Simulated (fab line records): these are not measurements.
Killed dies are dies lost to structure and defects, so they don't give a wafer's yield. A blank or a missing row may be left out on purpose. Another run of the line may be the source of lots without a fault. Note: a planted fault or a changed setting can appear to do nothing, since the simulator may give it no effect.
Which tool is to blame? | flow berkeley_cmos170 | 15 lots with 45 wafers sampled at 6 steps, on a route of 331 steps

== WHAT THE GAUGES READ, wafer by wafer ==
UCB170_V2_BOW_MEAS_03. Usual: V2_BOW gives 37 um (standard deviation 7.1).
lot  | measured     | on            | V2_BOW (um) | flag
L116 | day 8 20:22  | film_metro-03 | 37 45 25    |
L117 | day 8 20:43  | film_metro-01 | 39 29 46    |
L119 | day 9 08:41  | film_metro-03 | 40 33 43    |
L123 | day 9 20:08  | film_metro-02 | 39 33 21    |
L128 | day 11 06:25 | film_metro-01 | 25 20 34    |
L129 | day 11 06:38 | film_metro-02 | 30 46 36    |
L125 | day 11 07:11 | film_metro-02 | 28 37 40    |
L130 | day 12 01:49 | film_metro-01 | 31 46 39    |
L131 | day 12 03:36 | film_metro-01 | 31 34 36    |
L134 | day 12 12:32 | film_metro-03 | 35 32 41    |
L133 | day 12 13:47 | film_metro-02 | 44 45 34    |
L136 | day 12 22:59 | film_metro-01 | 29 43 26    |
L138 | day 13 01:52 | film_metro-03 | 37 42 50    |
L139 | day 13 02:11 | film_metro-03 | 45 28 38    |
L135 | day 13 03:53 | film_metro-02 | 41 38 32    |

UCB170_M3_CD_MEAS_90 targets a cd of 700 nm. Usual: 700.1 nm for cd_nm, sd 2.5.
lot  | measured     | on        | cd_nm (nm)        | flag
L116 | day 9 02:47  | cd_sem-02 | 702.0 700.9 702.7 |
L117 | day 9 02:55  | cd_sem-01 | 697.0 701.7 702.2 |
L119 | day 9 15:53  | cd_sem-01 | 704.1 704.1 707.0 |
L123 | day 10 00:44 | cd_sem-02 | 700.6 700.9 704.0 |
L128 | day 11 12:59 | cd_sem-01 | 695.5 697.6 698.4 |
L129 | day 11 13:13 | cd_sem-02 | - - -             | OFF
L125 | day 11 13:26 | cd_sem-01 | - - -             | OFF
L130 | day 12 06:19 | cd_sem-02 | - - -             | OFF
L131 | day 12 08:22 | cd_sem-02 | 700.7 699.8 702.6 |
L134 | day 12 17:56 | cd_sem-01 | 699.4 701.5 701.3 |
L133 | day 12 19:48 | cd_sem-01 | 697.6 698.3 696.1 |
L136 | day 13 03:37 | cd_sem-01 | 696.8 699.3 697.4 |
L138 | day 13 06:17 | cd_sem-02 | 701.5 699.2 702.7 |
L139 | day 13 06:37 | cd_sem-02 | 698.8 700.9 701.4 |
L135 | day 13 08:58 | cd_sem-02 | 698.3 698.8 700.5 |

== WHICH TOOL RAN EACH LOT (tool, then ch and the chambers of the sampled wafers, then the start) ==
lot  | UCB170_M3_SPUTTER_01         | UCB170_M3_STRIP_07                   | UCB170_M3_ETCH_17                  | UCB170_M3_METAL_ETCH_18
L116 | pvd_sputter-03, day 8 23:59  | plasma_asher-04 ch 0,1, day 9 00:46  | rie_diel-04 ch 0,1,2, day 9 02:14  | rie_metal-02 ch 0, day 9 02:21
L117 | pvd_sputter-04, day 9 00:16  | plasma_asher-03 ch 0,1, day 9 01:01  | rie_diel-01 ch 1,2, day 9 02:35    | rie_metal-01 ch 0,1, day 9 02:37
L119 | pvd_sputter-03, day 9 11:51  | plasma_asher-03 ch 0,1, day 9 12:34  | rie_diel-03 ch 0,1,3, day 9 15:33  | rie_metal-03 ch 0,1, day 9 15:35
L123 | pvd_sputter-04, day 9 22:05  | plasma_asher-01 ch 0,1, day 9 22:47  | rie_diel-01 ch 0,1,3, day 10 00:24 | rie_metal-03 ch 0,1, day 10 00:26
L128 | pvd_sputter-01, day 11 09:34 | plasma_asher-01 ch 0,1, day 11 10:19 | rie_diel-01 ch 0,1,3, day 11 12:37 | rie_metal-01 ch 0,1, day 11 12:43
L129 | pvd_sputter-03, day 11 09:41 | plasma_asher-04 ch 0,1, day 11 10:24 | rie_diel-04 ch 0,1,3, day 11 12:53 | rie_metal-02 ch 0, day 11 12:56
L125 | pvd_sputter-04, day 11 09:55 | plasma_asher-03 ch 0,1, day 11 10:51 | rie_diel-03 ch 1,2, day 11 13:05   | rie_metal-03 ch 0, day 11 13:07
L130 | pvd_sputter-03, day 12 03:52 | plasma_asher-04 ch 0,1, day 12 04:34 | rie_diel-04 ch 0,2, day 12 05:59   | rie_metal-03 ch 0,1, day 12 06:02
L131 | pvd_sputter-03, day 12 05:46 | plasma_asher-03 ch 0,1, day 12 06:37 | rie_diel-04 ch 0,2,3, day 12 08:02 | rie_metal-02 ch 0,1, day 12 08:04
L134 | pvd_sputter-01, day 12 14:44 | plasma_asher-01 ch 0,1, day 12 15:32 | rie_diel-03 ch 1,2, day 12 17:36   | rie_metal-03 ch 0,1, day 12 17:38
L133 | pvd_sputter-03, day 12 16:13 | plasma_asher-01 ch 0,1, day 12 17:25 | rie_diel-04 ch 0,1,2, day 12 19:17 | rie_metal-02 ch 1, day 12 19:20
L136 | pvd_sputter-03, day 13 00:59 | plasma_asher-03 ch 0,1, day 13 01:44 | rie_diel-01 ch 0,1,3, day 13 03:05 | rie_metal-02 ch 1, day 13 03:08
L138 | pvd_sputter-03, day 13 03:41 | plasma_asher-04 ch 0,1, day 13 04:26 | rie_diel-04 ch 1,2,3, day 13 05:44 | rie_metal-02 ch 1, day 13 05:54
L139 | pvd_sputter-04, day 13 04:08 | plasma_asher-01 ch 0,1, day 13 05:01 | rie_diel-01 ch 0,1,2, day 13 06:17 | rie_metal-01 ch 0,1, day 13 06:20
L135 | pvd_sputter-01, day 13 05:59 | plasma_asher-03 ch 0,1, day 13 06:41 | rie_diel-04 ch 1,2,3, day 13 08:37 | rie_metal-03 ch 1, day 13 08:39
- UCB170_M3_SPUTTER_01: material Al, target thk 900 nm, time 120 s.
- UCB170_M3_STRIP_07: strips in O2.
- UCB170_M3_ETCH_17: etches BARC in N2/H2.
- UCB170_M3_METAL_ETCH_18: etches Al in Cl2/BCl3, stops on SiO2, target depth 1170 nm, time 195 s.

== AS READ BY THE TOOLS THEMSELVES (means over the sampled wafers that have a number; for cases with no such wafer, the mark the record gives instead) ==
UCB170_M3_SPUTTER_01. Usual: 30.1 % for throttle_valve_pct, sd 0.89.
lot  | tool           | throttle_valve_pct (%) | flag
L116 | pvd_sputter-03 | 30.6                   |
L117 | pvd_sputter-04 | 28.4                   |
L119 | pvd_sputter-03 | 30.9                   |
L123 | pvd_sputter-04 | 28.7                   |
L128 | pvd_sputter-01 | 29.9                   |
L129 | pvd_sputter-03 | 31.1                   |
L125 | pvd_sputter-04 | 30.0                   |
L130 | pvd_sputter-03 | 30.5                   |
L131 | pvd_sputter-03 | 30.8                   |
L134 | pvd_sputter-01 | 30.2                   |
L133 | pvd_sputter-03 | 30.8                   |
L136 | pvd_sputter-03 | 30.7                   |
L138 | pvd_sputter-03 | 30.7                   |
L139 | pvd_sputter-04 | 29.0                   |
L135 | pvd_sputter-01 | 30.4                   |

UCB170_M3_STRIP_07. Usual: drypump_motor_current_A 5.4 A, standard deviation 0.55; oes_product_au 0.735 a.u., standard deviation 0.0046; strip_time_to_endpoint_s 21.93 s, standard deviation 0.062.
lot  | tool            | drypump_motor_current_A (A) | oes_product_au (a.u.) | strip_time_to_endpoint_s (s) | flag
L116 | plasma_asher-04 | 5.2                         | 0.737                 | 21.91                        |
L117 | plasma_asher-03 | 4.9                         | 0.735                 | 21.96                        |
L119 | plasma_asher-03 | 4.8                         | 0.735                 | 21.94                        |
L123 | plasma_asher-01 | 6.1                         | 0.733                 | 21.91                        |
L128 | plasma_asher-01 | 6.1                         | 0.732                 | 21.89                        |
L129 | plasma_asher-04 | 5.2                         | 0.728                 | 21.97                        |
L125 | plasma_asher-03 | 4.8                         | 0.733                 | 21.87                        |
L130 | plasma_asher-04 | 5.1                         | 0.732                 | 21.98                        |
L131 | plasma_asher-03 | 4.8                         | 0.736                 | 22.03                        |
L134 | plasma_asher-01 | 6.1                         | 0.739                 | 21.89                        |
L133 | plasma_asher-01 | 6.1                         | 0.730                 | 21.99                        |
L136 | plasma_asher-03 | 4.8                         | 0.740                 | 22.09                        |
L138 | plasma_asher-04 | 5.1                         | 0.729                 | 21.97                        |
L139 | plasma_asher-01 | 6.1                         | 0.735                 | 21.87                        |
L135 | plasma_asher-03 | 4.8                         | 0.733                 | 21.87                        |

UCB170_M3_ETCH_17. Usual: bias_w 99.94 W, standard deviation 0.29; chamber_pressure_mTorr 30.00 mTorr, standard deviation 0.03; drypump_motor_current_A 5.7 A, standard deviation 0.56; n2_flow_sccm 100.0 sccm, standard deviation 0.31; oes_product_au 0.995 a.u., standard deviation 0.019; throttle_valve_pct 13.28 %, standard deviation 0.12.
lot  | tool        | bias_w (W) | chamber_pressure_mTorr (mTorr) | drypump_motor_current_A (A) | n2_flow_sccm (sccm) | oes_product_au (a.u.) | throttle_valve_pct (%) | flag
L116 | rie_diel-04 | 99.91      | 30.01                          | 5.8                         | 100.4               | 0.995                 | 13.17                  |
L117 | rie_diel-01 | 99.96      | 30.01                          | 4.7                         | 100.2               | 1.004                 | 13.27                  |
L119 | rie_diel-03 | 99.70      | 29.99                          | 5.9                         | 100.2               | 1.008                 | 13.37                  |
L123 | rie_diel-01 | 99.66      | 29.99                          | 5.5                         | 100.0               | 1.002                 | 13.28                  |
L128 | rie_diel-01 | 100.07     | 29.98                          | 5.5                         | 100.1               | 1.013                 | 13.27                  |
L129 | rie_diel-04 | -          | -                              | -                           | -                   | -                     | -                      | OFF
L125 | rie_diel-03 | -          | -                              | -                           | -                   | -                     | -                      | OFF
L130 | rie_diel-04 | -          | -                              | -                           | -                   | -                     | -                      | OFF
L131 | rie_diel-04 | 99.66      | 29.98                          | 5.5                         | 100.1               | 0.975                 | 13.22                  |
L134 | rie_diel-03 | 100.07     | 30.01                          | 5.7                         | 100.0               | 1.000                 | 13.24                  |
L133 | rie_diel-04 | 100.11     | 30.00                          | 5.8                         | 100.1               | 0.992                 | 13.18                  |
L136 | rie_diel-01 | 100.04     | 29.98                          | 5.5                         | 99.9                | 1.001                 | 13.28                  |
L138 | rie_diel-04 | 99.77      | 29.98                          | 5.9                         | 99.9                | 0.979                 | 13.25                  |
L139 | rie_diel-01 | 99.86      | 29.97                          | 5.1                         | 99.8                | 1.001                 | 13.32                  |
L135 | rie_diel-04 | 99.93      | 30.01                          | 5.9                         | 100.0               | 0.984                 | 13.25                  |

UCB170_M3_METAL_ETCH_18. Usual: bcl3_flow_sccm 44.97 sccm, standard deviation 0.14; bias_w 120.0 W, standard deviation 0.33; drypump_motor_current_A 5.7 A, standard deviation 0.32; oes_product_au 0.862 a.u., standard deviation 0.018; throttle_valve_pct 24.23 %, standard deviation 0.18.
lot  | tool         | bcl3_flow_sccm (sccm) | bias_w (W) | drypump_motor_current_A (A) | oes_product_au (a.u.) | throttle_valve_pct (%) | flag
L116 | rie_metal-02 | 44.84                 | 120.4      | 5.4                         | 0.879                 | 24.27                  |
L117 | rie_metal-01 | 44.83                 | 120.0      | 5.9                         | 0.864                 | 24.20                  |
L119 | rie_metal-03 | 45.03                 | 119.7      | 5.6                         | 0.849                 | 24.08                  |
L123 | rie_metal-03 | 45.01                 | 120.4      | 5.5                         | 0.846                 | 24.07                  |
L128 | rie_metal-01 | 45.10                 | 120.1      | 5.9                         | 0.844                 | 24.14                  |
L129 | rie_metal-02 | 45.04                 | 120.0      | 5.4                         | 0.389                 | 24.49                  | OFF
L125 | rie_metal-03 | 44.92                 | 119.9      | 5.8                         | 0.377                 | 24.34                  | OFF
L130 | rie_metal-03 | 45.08                 | 120.1      | 5.5                         | 0.372                 | 24.30                  | OFF
L131 | rie_metal-02 | 44.98                 | 120.1      | 5.6                         | 0.887                 | 24.34                  |
L134 | rie_metal-03 | 45.04                 | 120.0      | 5.6                         | 0.855                 | 24.09                  |
L133 | rie_metal-02 | 44.82                 | 120.0      | 6.1                         | 0.882                 | 24.52                  |
L136 | rie_metal-02 | 44.92                 | 120.3      | 6.1                         | 0.869                 | 24.51                  |
L138 | rie_metal-02 | 44.94                 | 120.4      | 6.2                         | 0.883                 | 24.52                  |
L139 | rie_metal-01 | 44.96                 | 119.8      | 5.9                         | 0.843                 | 24.12                  |
L135 | rie_metal-03 | 45.10                 | 119.9      | 5.3                         | 0.836                 | 24.05                  |

== THE ANSWER, worked out from the rows above alone ==
Rule: a lot is off if the mean of its wafers that have a number lies more than 3 standard deviations from the usual mean. Also off: a lot with no number at a reading for which 4 or more lots have one. Any other lot the step has rows for is counted as sound. Order of review: gauges by route order, followed by the tools' own readings, for which a lot's mean as printed above is used. At the first step where some lot is off, the reading lying furthest off is the one used; lots without a number count as furthest.
Off, at UCB170_M3_CD_MEAS_90 on cd_nm: L129, L125, L130. Without a number there: L129, L125, L130.
A tool fits if, at a process step before that reading, it ran every lot that is off, and no sound lot after the first of them. Not tried: the gauges at UCB170_M3_CD_MEAS_90; whatever is off there is also off at UCB170_M3_ETCH_17, on other tools, and gauge error can't account for it. Not one of the candidates tried fits.

== WHAT THE SIMULATOR PUT IN ==
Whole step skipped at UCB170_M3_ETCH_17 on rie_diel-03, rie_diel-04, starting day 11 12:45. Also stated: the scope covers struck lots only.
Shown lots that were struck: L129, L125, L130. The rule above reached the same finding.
